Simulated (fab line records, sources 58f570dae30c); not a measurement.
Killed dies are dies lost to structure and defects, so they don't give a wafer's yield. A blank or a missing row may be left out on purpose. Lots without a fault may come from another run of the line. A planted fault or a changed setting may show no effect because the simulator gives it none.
Split-lot experiment | flow berkeley_cmos170 | 5 lots, 23 wafers read, on a route of 331 steps

THE SPLIT
At UCB170_GATE_EXPOSE_09 (exposes mask POLY, target cd 350 nm), the setting dose_mj was moved away from the recipe's 21 on 7 of the 23 wafers read, by +5.0% to +6.7%. The other wafers ran this setting at the recipe's value.

FROM THE SPLIT TO THE READING: what the file shows between them, 2 steps
- UCB170_GATE_PEB_10
- UCB170_GATE_DEVELOP_11: develop time 45 s

THE READING
cd_nm, in nm, at UCB170_GATE_CD_MEAS_12 (target cd 350 nm). Fault-free wafers of this fab line usually give 350.4 nm, standard deviation 1.6 nm.

wafer  | tool, chamber at the split | dose_mj as run | against the recipe | cd_nm, nm | against lot-mates on the recipe
L074.1 | krf_scanner-01, 0          | 21             | recipe             | 350.8     | -
L074.5 | krf_scanner-01, 0          | 21             | recipe             | 350.4     | -
L074.6 | krf_scanner-01, 0          | 21             | recipe             | 349.6     | -
L076.1 | krf_scanner-02, 0          | 22.06          | +5.0%              | 342.5     | -10.7
L076.3 | krf_scanner-02, 0          | 21             | recipe             | 353.3     | -
L076.4 | krf_scanner-02, 0          | 22.06          | +5.0%              | 344.0     | -9.2
L076.5 | krf_scanner-02, 0          | 21             | recipe             | 353.1     | -
L076.6 | krf_scanner-02, 0          | 22.06          | +5.0%              | 343.4     | -9.8
L085.1 | krf_scanner-01, 0          | 21             | recipe             | 350.0     | -
L085.2 | krf_scanner-01, 0          | 21             | recipe             | 350.1     | -
L085.4 | krf_scanner-01, 0          | 22.4           | +6.7%              | 338.4     | -11.5
L085.5 | krf_scanner-01, 0          | 22.4           | +6.7%              | 339.1     | -10.8
L085.6 | krf_scanner-01, 0          | 21             | recipe             | 349.6     | -
L083.1 | krf_scanner-02, 0          | 21             | recipe             | 349.2     | -
L083.3 | krf_scanner-02, 0          | 21             | recipe             | 348.4     | -
L083.4 | krf_scanner-02, 0          | 21             | recipe             | 349.7     | -
L083.5 | krf_scanner-02, 0          | 21             | recipe             | 348.0     | -
L083.6 | krf_scanner-02, 0          | 21             | recipe             | 348.7     | -
L084.1 | krf_scanner-02, 0          | 21             | recipe             | 348.2     | -
L084.2 | krf_scanner-02, 0          | 21             | recipe             | 349.6     | -
L084.4 | krf_scanner-02, 0          | 21             | recipe             | 349.4     | -
L084.5 | krf_scanner-02, 0          | 22.04          | +5.0%              | 340.3     | -8.8
L084.6 | krf_scanner-02, 0          | 22.04          | +5.0%              | 339.6     | -9.5

THE FIT
A straight line over all 23 wafers: cd_nm changes by -1.62 nm for each +1% of dose_mj; r = -0.94; the points scatter about the line by 1.6 nm.
The same after taking each lot's own level away (the mean of its wafers on the recipe; 23 wafers): -1.81 nm for each +1%; r = -0.99; scatter 0.65 nm.
On that fit, the largest move of dose_mj shifts the reading by 12 nm.
The lots' own levels span 348.80 to 353.20 nm, that is 2.8 times the standard deviation above.
So the lot-to-lot level changes the slope: the two fits differ.
Check: with one of the wafers moved furthest among these (+6.7%) left out of the fit, the line predicts -12.2 nm for it against its lot-mates. It came out at -11.5 nm against them.

OTHER SPLITS ON THESE WAFERS
These wafers also went through other splits before the reading. Each is held against what the fit with the lots' levels taken away leaves over:
other split on the same wafers      | wafers away from the commonest value | r with cd_nm (lot level and that fit taken away)
UCB170_ZERO_COAT_01 spin_rpm        | 9                                    | -0.21
UCB170_NWELL_CVD_04 pressure_mtorr  | 18                                   | -0.09
UCB170_NWELL_COAT_07 resist_thk_nm  | 3                                    | +0.34
UCB170_PWELL_CVD_05 temp_c          | 13                                   | -0.02
UCB170_PWELL_IMPLANT_15 energy_kev  | 4                                    | -0.42
UCB170_ACTIVE_COAT_08 spin_rpm      | 11                                   | +0.01
UCB170_PFIELD_COAT_01 resist_thk_nm | 9                                    | +0.15
UCB170_NVT_COAT_01 spin_rpm         | 9                                    | +0.15
UCB170_NVT_IMPLANT_07 dose_cm2      | 2                                    | -0.11

THE FILE'S OWN FIT
cd_nm changes by -1.8 nm for each +1% of dose_mj, r = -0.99.
